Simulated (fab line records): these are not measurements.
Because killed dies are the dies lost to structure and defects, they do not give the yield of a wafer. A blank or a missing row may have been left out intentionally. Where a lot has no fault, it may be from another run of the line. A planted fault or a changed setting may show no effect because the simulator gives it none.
Struck lot and sound lot, side by side	flow rit_cmos	21 out of 202 route steps
Sound: these wafers, L742.1, L742.2, L742.6. Struck: wafers L751.3, L751.4, L751.6. At the end, the cause is stated.
Each step with rows lists, per side, the tool, then ch with its chambers, then its first start. Under that, the readings that differ: sound wafers	struck wafers	difference of the means	sigmas: that difference in standard deviations of wafers without a fault.
alike: words and numbers the same on both sides, and readings whose means are apart by under 2 such deviations; not compared: readings that were withheld, readings missing a value for some wafer, numbers with overlapping values and no deviation given by the record, and bounds like >300 which may hide the same value.
Wherever a step has rows on one side only, a row that says differs or no value, or a row with sigmas, the two part there. Numbers that don't overlap but have no deviation are shown without sigmas and don't part them. Lack of a reading on every wafer of one side parts them only where that side has two or more wafers.

first, 6 steps without rows for these wafers: RIT_NRETRO_HMDS_00 (prime time 60 s); RIT_NRETRO_COAT_01 (resist thk 1300 nm); RIT_NRETRO_SOFTBAKE_02 (time 60 s); RIT_NRETRO_EXPOSE_03 (exposes mask M4, target cd 43900 nm); RIT_NRETRO_PEB_04; RIT_NRETRO_DEVELOP_05 (develop time 68 s).
RIT_NRETRO_OVL_MEAS_06:
  sound: overlay-02 at day 3 01:43; struck: overlay-01 at day 4 23:22
  alike: NRETRO_OVL
then, 2 steps without rows for these wafers: RIT_NRETRO_HARDBAKE_07 (time 120 s); RIT_NRETRO_IMPLANT_08.
RIT_NRETRO_STRIP_09: strips in O2, time 180 s.
  sound on plasma_asher-02 ch 0,1, day 3 02:10; struck on plasma_asher-01 ch 0,1, day 4 23:51
  alike: chamber_pressure_mTorr, drypump_motor_current_A, rf_refl_power_W
  not compared: rf_hours_counter_h
RIT_NRETRO_TW_MEAS_10:
  sound: film_metro-04 at day 3 02:20; struck: film_metro-04 at day 4 23:59
  alike: NRETRO_TW
then, 1 step without rows for these wafers: RIT_PRETRO_HMDS_00 (prime time 60 s).
RIT_PRETRO_COAT_01: resist thk 1300 nm.
  sound on litho_track-01 ch 0, day 3 02:32; struck on litho_track-03 ch 0, day 5 00:14
reading	sound	struck	difference	sigmas
model.NOVOLAK_of_PRETRO_COAT_01.thk_nm (nm)	1301 1300 1298	1336 1331 1329	+32	
  alike: dispense_pressure_kPa
RIT_PRETRO_SOFTBAKE_02: time 61.53 s.
  sound on litho_track-01 ch 0, day 3 02:41; struck on litho_track-03 ch 0, day 5 00:23
  alike: plate_sensor_t_centre_C, plate_sensor_t_edge_C, softbake_temp_c
then, 3 steps without rows for these wafers: RIT_PRETRO_EXPOSE_03 (exposes mask M5, target cd 43700 nm); RIT_PRETRO_PEB_04; RIT_PRETRO_DEVELOP_05 (develop time 68 s).
RIT_PRETRO_OVL_MEAS_06:
  sound: overlay-01 at day 3 03:24; struck: overlay-02 at day 5 00:55
  alike: PRETRO_OVL
RIT_PRETRO_HARDBAKE_07: time 120 s.
  sound on litho_track-01 ch 0, day 3 03:29; struck on litho_track-03 ch 0, day 5 01:02
reading	sound	struck	difference	sigmas
model.NOVOLAK_of_PRETRO_COAT_01.thk_nm (nm)	1138 1137 1135	1168 1163 1162	+28	
following that, these wafers have no rows for 1 step: RIT_PRETRO_IMPLANT_08.
RIT_M1_PROBE_99:
  sound: prober-02 at day 4 09:23; struck: prober-01 at day 6 06:13
  alike: killed_at_M0_to_M3, killed_at_front_end, killed_dies, killed_open, killed_short

## WHERE THEY PART
Nowhere in this record.

WHY: whatever the simulator had introduced
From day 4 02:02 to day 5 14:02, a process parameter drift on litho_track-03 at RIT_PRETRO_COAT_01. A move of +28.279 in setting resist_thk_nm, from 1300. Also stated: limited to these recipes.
